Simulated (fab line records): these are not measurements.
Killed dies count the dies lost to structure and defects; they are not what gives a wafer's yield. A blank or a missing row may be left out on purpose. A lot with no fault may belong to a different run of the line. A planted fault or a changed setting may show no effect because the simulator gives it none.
Struck lot and sound lot, side by side + flow berkeley cmos170 + 17 out of 331 route steps
Sound: the wafers L198.1, L198.4, L198.5. Wafers struck: L206.1, L206.2, L206.5. The cause comes at the end.
For every step that has rows: the tool of each side, followed by ch and its chambers, followed by its first start. Under that, the readings that differ: sound wafers + struck wafers + difference of the means + sigmas: that difference in standard deviations of wafers without a fault.
alike: words and numbers the same on both sides, and readings whose means are apart by under 2 such deviations; not compared: readings that were withheld, readings missing a value for some wafer, numbers with overlapping values and no deviation given by the record, and bounds like >300 which may hide the same value.
Wherever a step has rows on one side only, a row that says differs or no value, or a row with sigmas, the two part there. Numbers that have no deviation but don't overlap get no sigmas and don't part them. A reading that every wafer of one side lacks parts them only if that side has two wafers or more.

UCB170_NWELL_THK_MEAS_02:
  sound: film metro-04 at day 4 02:57; struck: film metro-02 at day 5 20:02
  alike: NWELL_OXIDE_THK
then, 2 steps without rows for these wafers: UCB170_NWELL_ANNEAL_03 (time 900 s); UCB170_NWELL_CVD_04 (deposits Si3N4 from SiH2Cl2/NH3, target thk 224 nm, time 3360 s).
UCB170_NWELL_THK_MEAS_05:
  sound: film metro-04 at day 4 10:09; struck: film metro-02 at day 6 05:21
  alike: NWELL_NITRIDE_THK
then, 6 steps without rows for these wafers: UCB170_NWELL_HMDS_06 (prime time 60 s); UCB170_NWELL_COAT_07 (resist thk 900 nm); UCB170_NWELL_SOFTBAKE_08 (time 60 s); UCB170_NWELL_EXPOSE_09 (exposes mask NWELL, target cd 3000 nm); UCB170_NWELL_PEB_10; UCB170_NWELL_DEVELOP_11 (develop time 45 s).
UCB170_NWELL_OVL_MEAS_12:
  sound: overlay-01 at day 4 11:50; struck: overlay-01 at day 6 07:33
  alike: NWELL_OVL
UCB170_NWELL_ETCH_13: etches Si3N4 in CH3F/Ar/O2, stops on SiO2, target depth 246.4 nm, time 154 s.
  sound on rie diel-03 ch 0,1,3, day 4 11:53; struck on rie diel-04 ch 0,1,2, day 6 07:35
  alike: drypump motor current A, oes product au, throttle valve pct
  not compared: rf hours counter h
UCB170_NWELL_IMPLANT_14:
  sound on implanter-03 ch 0, day 4 11:59; struck on implanter-01 ch 0, day 6 07:41
  alike: end station pressure torr
UCB170_NWELL_STRIP_15: strips in O2.
  sound on plasma asher-04 ch 0, day 4 12:08; struck on plasma asher-04 ch 0,1, day 6 07:50
  alike: drypump motor current A, oes product au, strip time to endpoint s
  not compared: rf hours counter h
UCB170_NWELL_TW_MEAS_16:
  sound: film metro-01 at day 4 12:14; struck: film metro-04 at day 6 07:56
| reading  | sound          | struck         | difference | sigmas |
|----------|----------------|----------------|------------|--------|
| NWELL_TW | 1215 1218 1217 | 1173 1178 1174 | -42        | -3     |
then, 1 step without rows for these wafers: UCB170_NWELL_CLEAN_17 (cleans in SPM, time 600 s).
-- the record jumps here: 6 days lie between the struck wafers' starts before and after (it left off in module NWELL and takes up again in module M3, whose first step shown is number 331 of the route) --
UCB170_M3_PROBE_99:
  sound: prober-02 at day 10 20:35; struck: prober-01 at day 12 16:20
| reading                                     | sound          | struck             | difference | sigmas |
|---------------------------------------------|----------------|--------------------|------------|--------|
| model.etest.nwell.rs ohm sq range           | 32.71 21       | 210 219.8 211.2    | +187       |        |
| model.etest.nwell pinched.rs ohm sq         | 1274 1287      | 1497 1500 1485     | +214       |        |
| model.etest.nwell.rs ohm sq                 | 858 864.1      | 971.3 976.5 980.7  | +115.1     |        |
| model.etest.nwell.rs ohm sq rim less centre | -16.52 -0.7007 | -91.75 -114 -78.97 | -86.30     |        |
| model.etest.nwell.width nm (nm)             | 2372 2370      | 2297 2292 2301     | -74        |        |
| model.etest.nwell.line ohm um               | 362 362.6      | 419.2 420.4 428.6  | +60.4      |        |
| model.etest.pmos_0p35.drive ua um range     | 3.171 4.205    | 16.8 15.34 16.15   | +12.4      |        |
| model.etest.pldd.rs ohm sq range            | 14.39 16.25    | 31.07 21.67 39.14  | +15.31     |        |

## WHERE THEY PART
Only at UCB170_NWELL_TW_MEAS_16, within this record.

WHY: what the simulator had put in
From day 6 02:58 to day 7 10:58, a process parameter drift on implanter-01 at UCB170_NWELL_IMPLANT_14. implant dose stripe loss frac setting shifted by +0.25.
